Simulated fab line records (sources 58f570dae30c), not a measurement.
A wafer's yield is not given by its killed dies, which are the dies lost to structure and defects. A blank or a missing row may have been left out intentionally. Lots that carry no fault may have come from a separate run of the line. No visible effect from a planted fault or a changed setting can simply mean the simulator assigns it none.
Split-lot experiment + flow berkeley-cmos170 + 5 lots, 23 wafers read, on a route of 331 steps

## THE SPLIT ITSELF
At UCB170_M3_SPUTTER_01 (material Al, target thk 900 nm, time 120 s), the setting power-w was moved away from the recipe's 6000 W on 9 of the 23 wafers read, by +3.1% to +10.3%. The other wafers ran this setting at the recipe's value.

## FROM SPLIT TO READING: 1 step shown by the file between the two
- UCB170_M3_RS_MEAS_02: measures by four-point-probe

## THE READING
M3_AL_THK, in nm, at UCB170_M3_THK_MEAS_03 (measures by xrf). A value of 887 nm with a standard deviation of 10 nm is what fault-free wafers of this fab line usually give.

| wafer  | tool, chamber at the split | power-w as run, W | against the recipe | M3_AL_THK, nm | against lot-mates on the recipe |
|--------|----------------------------|-------------------|--------------------|---------------|---------------------------------|
| L076.1 | pvd-sputter-04, -          | 6000              | recipe             | 892           | -                               |
| L076.2 | pvd-sputter-04, -          | 6500              | +8.3%              | 970           | +80                             |
| L076.4 | pvd-sputter-04, -          | 6500              | +8.3%              | 978           | +88                             |
| L076.5 | pvd-sputter-04, -          | 6000              | recipe             | 877           | -                               |
| L076.6 | pvd-sputter-04, -          | 6000              | recipe             | 900           | -                               |
| L074.2 | pvd-sputter-01, -          | 6000              | recipe             | 876           | -                               |
| L074.3 | pvd-sputter-01, -          | 6000              | recipe             | 870           | -                               |
| L074.5 | pvd-sputter-01, -          | 6000              | recipe             | 870           | -                               |
| L081.2 | pvd-sputter-04, -          | 6619              | +10.3%             | 976           | +84                             |
| L081.3 | pvd-sputter-04, -          | 6000              | recipe             | 893           | -                               |
| L081.4 | pvd-sputter-04, -          | 6619              | +10.3%             | 974           | +82                             |
| L081.5 | pvd-sputter-04, -          | 6000              | recipe             | 891           | -                               |
| L081.6 | pvd-sputter-04, -          | 6619              | +10.3%             | 990           | +98                             |
| L080.1 | pvd-sputter-02, -          | 6185              | +3.1%              | 907           | +31                             |
| L080.3 | pvd-sputter-02, -          | 6000              | recipe             | 881           | -                               |
| L080.4 | pvd-sputter-02, -          | 6000              | recipe             | 880           | -                               |
| L080.5 | pvd-sputter-02, -          | 6185              | +3.1%              | 900           | +24                             |
| L080.6 | pvd-sputter-02, -          | 6000              | recipe             | 868           | -                               |
| L083.1 | pvd-sputter-01, -          | 6211              | +3.5%              | 909           | +26                             |
| L083.2 | pvd-sputter-01, -          | 6000              | recipe             | 885           | -                               |
| L083.3 | pvd-sputter-01, -          | 6000              | recipe             | 885           | -                               |
| L083.5 | pvd-sputter-01, -          | 6000              | recipe             | 879           | -                               |
| L083.6 | pvd-sputter-01, -          | 6211              | +3.5%              | 914           | +31                             |

FIT RESULTS
A straight line over all 23 wafers: M3_AL_THK changes by +9.9 nm for each +1% of power-w; r = +0.97; the points scatter about the line by 9.4 nm.
The same after taking each lot's own level away (the mean of its wafers on the recipe; 23 wafers): +8.97 nm for each +1%; r = +0.98; scatter 6.6 nm.
Per that fit: largest power-w move, reading shift of 93 nm.
The span of the lots' own levels, 872.0 to 892.0 nm, comes to 2.0 times the standard deviation stated above.
Thus the slope moves with the lot-to-lot level: the two fits are different.
Check: with one of the wafers moved furthest among these (+10.3%) left out of the fit, the line predicts +94.8 nm for it against its lot-mates. It came out at +84 nm against them.

## THE WHOLE CHAIN: every reading that the file lists as answering this split, in the file's order
| step                    | what it does                                                           | reading                                                                     | change (the file's fit)               | r (the file's) |
|-------------------------|------------------------------------------------------------------------|-----------------------------------------------------------------------------|---------------------------------------|----------------|
| UCB170_M3_SPUTTER_01    | material Al, target thk 900 nm, time 120 s                             | Al_of_M3_SPUTTER_01.thk-nm (the simulator's own value, which no gauge read) | +8.89 nm for each +1% of the setting  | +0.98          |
| UCB170_M3_RS_MEAS_02    | measures by four-point-probe                                           | M3_AL_RS                                                                    | -0.000291 for each +1% of the setting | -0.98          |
| UCB170_M3_THK_MEAS_03   | measures by xrf                                                        | M3_AL_THK                                                                   | +9.05 for each +1% of the setting     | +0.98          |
| UCB170_M3_METAL_ETCH_18 | etches Al in Cl2/BCl3, stops on SiO2, target depth 1170 nm, time 195 s | M3.feature-depth-nm (the simulator's own value, which no gauge read)        | +8.35 nm for each +1% of the setting  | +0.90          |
| UCB170_M3_METAL_ETCH_18 | etches Al in Cl2/BCl3, stops on SiO2, target depth 1170 nm, time 195 s | etch.depth-nm (the simulator's own value, which no gauge read)              | +8.43 nm for each +1% of the setting  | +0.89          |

## FILE'S OWN FIT
M3_AL_THK changes by +9.05 nm for each +1% of power-w, r = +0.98.
